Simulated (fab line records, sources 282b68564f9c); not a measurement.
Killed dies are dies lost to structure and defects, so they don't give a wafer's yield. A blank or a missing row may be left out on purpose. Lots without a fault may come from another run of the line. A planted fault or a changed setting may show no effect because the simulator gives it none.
A struck lot beside a sound one | flow rit_cmos | 20 steps out of a route of 202
Sound: wafers L409.1, L409.3, L409.4. Struck: wafers L411.2, L411.3, L411.4. The cause comes at the end.
At each step with rows: each side's tool, then ch and its chambers, then its first start. Under that, the readings that differ: sound wafers | struck wafers | difference of the means | sigmas: that difference in standard deviations of wafers without a fault.
alike: readings whose means differ by less than 2 such deviations, and words and numbers that are the same on both sides. not compared: withheld readings, readings that some wafer has no value for, bounds like >300 that may hide the same value, and numbers for which the record gives no deviation and whose values overlap.
The two part at a step that has a row with sigmas, a row that says differs or no value, or rows on one side only. Numbers that don't overlap but have no deviation are shown without sigmas and don't part them. A reading that every wafer of one side lacks parts them only if that side has two wafers or more.

first, 4 steps without rows for these wafers: RIT_ACTIVE_SOFTBAKE_07 (time 60 s); RIT_ACTIVE_EXPOSE_08 (exposes mask M1, target cd 1400 nm); RIT_ACTIVE_PEB_09; RIT_ACTIVE_DEVELOP_10 (develop time 50 s).
RIT_ACTIVE_CD_MEAS_11: target cd 1400 nm.
  sound on cd_sem-01, day 3 01:26; struck on cd_sem-02, day 3 11:28
  alike: cd_nm
then, 1 step without rows for these wafers: RIT_ACTIVE_HARDBAKE_12 (time 60 s).
RIT_ACTIVE_ETCH_13: etches Si3N4 in SF6, stops on SiO2, time 210 s, target depth 210 nm.
  sound on rie_diel-02 ch 0,1,2, day 3 01:43; struck on rie_diel-04 ch 0,1,3, day 3 11:43
  alike: drypump_motor_current_A, oes_product_au, throttle_valve_pct
  not compared: rf_hours_counter_h
RIT_ACTIVE_STRIP_14: strips in O2, time 180 s.
  sound on plasma_asher-01 ch 0,1, day 3 01:50; struck on plasma_asher-04 ch 0,1, day 3 11:50
  alike: drypump_motor_current_A
  not compared: rf_hours_counter_h
RIT_ACTIVE_CD_MEAS_90: target cd 1400 nm.
  sound on cd_sem-02, day 3 02:01; struck on cd_sem-01, day 3 12:02
  alike: cd_nm
then, 3 steps without rows for these wafers: RIT_ACTIVE_CLEAN_15 (cleans in SC1, time 600 s); RIT_ACTIVE_CLEAN_16 (cleans in dHF, time 30 s); RIT_ACTIVE_CLEAN_17 (cleans in SC2, time 600 s).
RIT_FOX1_OXIDATION_00: target thk 350.7 nm, ox time 1130 s.
  sound on furnace-01 ch 0, day 3 03:35; struck on furnace-02 ch 0, day 3 14:34
  alike: tube_center_temp_C, tube_center_temp_C_max
RIT_FOX1_THK_MEAS_01:
  sound on film_metro-01, day 3 04:53; struck on film_metro-04, day 3 15:53
  reading             | sound       | struck      | difference | sigmas
  FOX1_OXIDE_THK (nm) | 350 353 347 | 553 532 538 | +191       | +27
RIT_FOX1_WET_ETCH_02: etches SiO2 in BOE, target depth 350 nm, time 390 s.
  sound on wet_bench-03 ch 2, day 3 04:57; struck on wet_bench-01 ch 1, day 3 15:56
  reading                                  | sound             | struck            | difference | sigmas
  model.Si3N4_of_ACTIVE_CVD_03.thk_nm (nm) | 139.3 138.7 138.4 | 133.6 132.6 133.2 | -5.7       |
then, 1 step without rows for these wafers: RIT_FOX2_OXIDATION_00 (target thk 350.7 nm, ox time 1130 s).
RIT_FOX2_THK_MEAS_01:
  sound on film_metro-03, day 3 06:23; struck on film_metro-03, day 3 17:23
  alike: FOX2_OXIDE_THK
RIT_FOX2_CLEAN_02: cleans in dHF, time 180 s.
  sound on wet_bench-01 ch 1, day 3 06:26; struck on wet_bench-01 ch 1, day 3 17:26
  reading                                  | sound             | struck            | difference | sigmas
  model.Si3N4_of_ACTIVE_CVD_03.thk_nm (nm) | 132.3 131.7 131.4 | 126.6 125.6 126.2 | -5.7       |
then, 1 step without rows for these wafers: RIT_FOX2_WET_ETCH_03 (etches Si3N4 in H3PO4, target depth 195 nm, time 2700 s).
RIT_M1_PROBE_99:
  sound on prober-01, day 4 21:26; struck on prober-01, day 5 11:42
  alike: killed_at_M0_to_M3, killed_at_contacts, killed_at_front_end, killed_dies, killed_open, killed_short

WHERE THEY PART
Only at RIT_FOX1_THK_MEAS_01, within this record. Later steps at which nothing parts them and some readings are alike: RIT_FOX2_THK_MEAS_01, RIT_M1_PROBE_99.

WHY: what the simulator had put in
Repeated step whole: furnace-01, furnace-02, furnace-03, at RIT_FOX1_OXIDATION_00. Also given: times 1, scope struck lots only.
